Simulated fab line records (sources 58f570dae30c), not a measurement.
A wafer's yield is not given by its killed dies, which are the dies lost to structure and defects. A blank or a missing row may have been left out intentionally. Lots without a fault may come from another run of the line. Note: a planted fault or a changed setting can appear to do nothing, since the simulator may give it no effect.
Split-lot trial / flow berkeley-cmos170 / 23 wafers read across 5 lots, on a route 331 steps long

## THE SPLIT
At UCB170_NLDD_COAT_01 (resist thk 900 nm), the setting spin-rpm was moved away from the recipe's 1500 rpm on 12 of the 23 wafers read, by -7.1% to +5.6%. The other wafers ran this setting at the recipe's value.

The reading is taken at the split's own step.

## THE READING
KrF_of_NLDD_COAT_01.thk-nm (the simulator's own value, which no gauge read), in nm, at UCB170_NLDD_COAT_01 (resist thk 900 nm). No usual value for it is given in the file. Across the 11 wafers here that went through the recipe, the average is 900.0 nm and the standard deviation 2.7 nm.

wafer=L074.1; tool, chamber at the split=litho-track-03, 0; spin-rpm as run, rpm=1393; against the recipe=-7.1%; KrF_of_NLDD_COAT_01.thk-nm, nm=934.7; against lot-mates on the recipe=+35.0
wafer=L074.2; tool, chamber at the split=litho-track-03, 0; spin-rpm as run, rpm=1500; against the recipe=recipe; KrF_of_NLDD_COAT_01.thk-nm, nm=899.4; against lot-mates on the recipe=-
wafer=L074.4; tool, chamber at the split=litho-track-03, 0; spin-rpm as run, rpm=1393; against the recipe=-7.1%; KrF_of_NLDD_COAT_01.thk-nm, nm=934.3; against lot-mates on the recipe=+34.5
wafer=L074.5; tool, chamber at the split=litho-track-03, 0; spin-rpm as run, rpm=1393; against the recipe=-7.1%; KrF_of_NLDD_COAT_01.thk-nm, nm=931.1; against lot-mates on the recipe=+31.4
wafer=L074.6; tool, chamber at the split=litho-track-03, 0; spin-rpm as run, rpm=1500; against the recipe=recipe; KrF_of_NLDD_COAT_01.thk-nm, nm=900.1; against lot-mates on the recipe=-
wafer=L076.1; tool, chamber at the split=litho-track-03, 0; spin-rpm as run, rpm=1500; against the recipe=recipe; KrF_of_NLDD_COAT_01.thk-nm, nm=902.9; against lot-mates on the recipe=-
wafer=L076.2; tool, chamber at the split=litho-track-03, 0; spin-rpm as run, rpm=1500; against the recipe=recipe; KrF_of_NLDD_COAT_01.thk-nm, nm=899.5; against lot-mates on the recipe=-
wafer=L076.3; tool, chamber at the split=litho-track-03, 0; spin-rpm as run, rpm=1574; against the recipe=+4.9%; KrF_of_NLDD_COAT_01.thk-nm, nm=883.1; against lot-mates on the recipe=-18.1
wafer=L076.5; tool, chamber at the split=litho-track-03, 0; spin-rpm as run, rpm=1574; against the recipe=+4.9%; KrF_of_NLDD_COAT_01.thk-nm, nm=881.4; against lot-mates on the recipe=-19.8
wafer=L076.6; tool, chamber at the split=litho-track-03, 0; spin-rpm as run, rpm=1574; against the recipe=+4.9%; KrF_of_NLDD_COAT_01.thk-nm, nm=879.4; against lot-mates on the recipe=-21.8
wafer=L083.1; tool, chamber at the split=litho-track-04, 0; spin-rpm as run, rpm=1453; against the recipe=-3.1%; KrF_of_NLDD_COAT_01.thk-nm, nm=913; against lot-mates on the recipe=+12.0
wafer=L083.2; tool, chamber at the split=litho-track-04, 0; spin-rpm as run, rpm=1500; against the recipe=recipe; KrF_of_NLDD_COAT_01.thk-nm, nm=900.5; against lot-mates on the recipe=-
wafer=L083.3; tool, chamber at the split=litho-track-04, 0; spin-rpm as run, rpm=1453; against the recipe=-3.1%; KrF_of_NLDD_COAT_01.thk-nm, nm=916.6; against lot-mates on the recipe=+15.6
wafer=L083.5; tool, chamber at the split=litho-track-04, 0; spin-rpm as run, rpm=1500; against the recipe=recipe; KrF_of_NLDD_COAT_01.thk-nm, nm=901.5; against lot-mates on the recipe=-
wafer=L083.6; tool, chamber at the split=litho-track-04, 0; spin-rpm as run, rpm=1453; against the recipe=-3.1%; KrF_of_NLDD_COAT_01.thk-nm, nm=916.7; against lot-mates on the recipe=+15.7
wafer=L084.1; tool, chamber at the split=litho-track-02, 0; spin-rpm as run, rpm=1584; against the recipe=+5.6%; KrF_of_NLDD_COAT_01.thk-nm, nm=880.6; against lot-mates on the recipe=-22.9
wafer=L084.2; tool, chamber at the split=litho-track-02, 0; spin-rpm as run, rpm=1584; against the recipe=+5.6%; KrF_of_NLDD_COAT_01.thk-nm, nm=878.6; against lot-mates on the recipe=-24.9
wafer=L084.3; tool, chamber at the split=litho-track-02, 0; spin-rpm as run, rpm=1500; against the recipe=recipe; KrF_of_NLDD_COAT_01.thk-nm, nm=904.4; against lot-mates on the recipe=-
wafer=L084.4; tool, chamber at the split=litho-track-02, 0; spin-rpm as run, rpm=1500; against the recipe=recipe; KrF_of_NLDD_COAT_01.thk-nm, nm=902.5; against lot-mates on the recipe=-
wafer=L084.5; tool, chamber at the split=litho-track-02, 0; spin-rpm as run, rpm=1584; against the recipe=+5.6%; KrF_of_NLDD_COAT_01.thk-nm, nm=880.9; against lot-mates on the recipe=-22.6
wafer=L085.1; tool, chamber at the split=litho-track-04, 0; spin-rpm as run, rpm=1500; against the recipe=recipe; KrF_of_NLDD_COAT_01.thk-nm, nm=895.7; against lot-mates on the recipe=-
wafer=L085.2; tool, chamber at the split=litho-track-04, 0; spin-rpm as run, rpm=1500; against the recipe=recipe; KrF_of_NLDD_COAT_01.thk-nm, nm=895.3; against lot-mates on the recipe=-
wafer=L085.4; tool, chamber at the split=litho-track-04, 0; spin-rpm as run, rpm=1500; against the recipe=recipe; KrF_of_NLDD_COAT_01.thk-nm, nm=897.8; against lot-mates on the recipe=-

THE FIT
A straight line over all 23 wafers: KrF_of_NLDD_COAT_01.thk-nm changes by -4.22 nm for each +1% of spin-rpm; r = -0.99; the points scatter about the line by 2.8 nm.
The same after taking each lot's own level away (the mean of its wafers on the recipe; 23 wafers): -4.42 nm for each +1%; r = -1.00; scatter 1.6 nm.
That fit puts the effect of the largest move of spin-rpm on the reading at 32 nm.
From 896.27 to 903.45 nm: that is the span of the lots' own levels, equal to 2.6 times the standard deviation above.
Hence the lot-to-lot level has little effect on the slope; both slopes agree.
Check: for one of the wafers moved furthest among these (-7.1%), held out of the fit, the line's prediction against its lot-mates is +31.7 nm. Against them it came out at +35 nm.

## FURTHER SPLITS ON THESE WAFERS
Other splits were also applied to these wafers ahead of the reading. Each is held against what the fit with the lots' levels taken away leaves over:
other split on the same wafers=UCB170_START_OXIDATION_02 temp-c; wafers away from the commonest value=10; r with KrF_of_NLDD_COAT_01.thk-nm (lot level and that fit taken away)=-0.11
other split on the same wafers=UCB170_NWELL_IMPLANT_14 energy-kev; wafers away from the commonest value=8; r with KrF_of_NLDD_COAT_01.thk-nm (lot level and that fit taken away)=+0.03
other split on the same wafers=UCB170_PWELL_OXIDATION_02 ox-time-s; wafers away from the commonest value=5; r with KrF_of_NLDD_COAT_01.thk-nm (lot level and that fit taken away)=-0.16
other split on the same wafers=UCB170_WELLDRIVE_OXIDATION_01 temp-c; wafers away from the commonest value=10; r with KrF_of_NLDD_COAT_01.thk-nm (lot level and that fit taken away)=-0.07
other split on the same wafers=UCB170_ACTIVE_PEB_11 peb-temp-c; wafers away from the commonest value=9; r with KrF_of_NLDD_COAT_01.thk-nm (lot level and that fit taken away)=+0.05
other split on the same wafers=UCB170_PFIELD_COAT_01 spin-rpm; wafers away from the commonest value=10; r with KrF_of_NLDD_COAT_01.thk-nm (lot level and that fit taken away)=-0.27
other split on the same wafers=UCB170_PFIELD_IMPLANT_07 energy-kev; wafers away from the commonest value=9; r with KrF_of_NLDD_COAT_01.thk-nm (lot level and that fit taken away)=+0.10
other split on the same wafers=UCB170_SCREENOX_OXIDATION_01 temp-c; wafers away from the commonest value=15; r with KrF_of_NLDD_COAT_01.thk-nm (lot level and that fit taken away)=-0.05
other split on the same wafers=UCB170_PVT_STRIP_08 o2-flow-sccm; wafers away from the commonest value=6; r with KrF_of_NLDD_COAT_01.thk-nm (lot level and that fit taken away)=-0.04

## FILE'S OWN FIT
KrF_of_NLDD_COAT_01.thk-nm changes by -4.42 nm for each +1% of spin-rpm, r = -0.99.
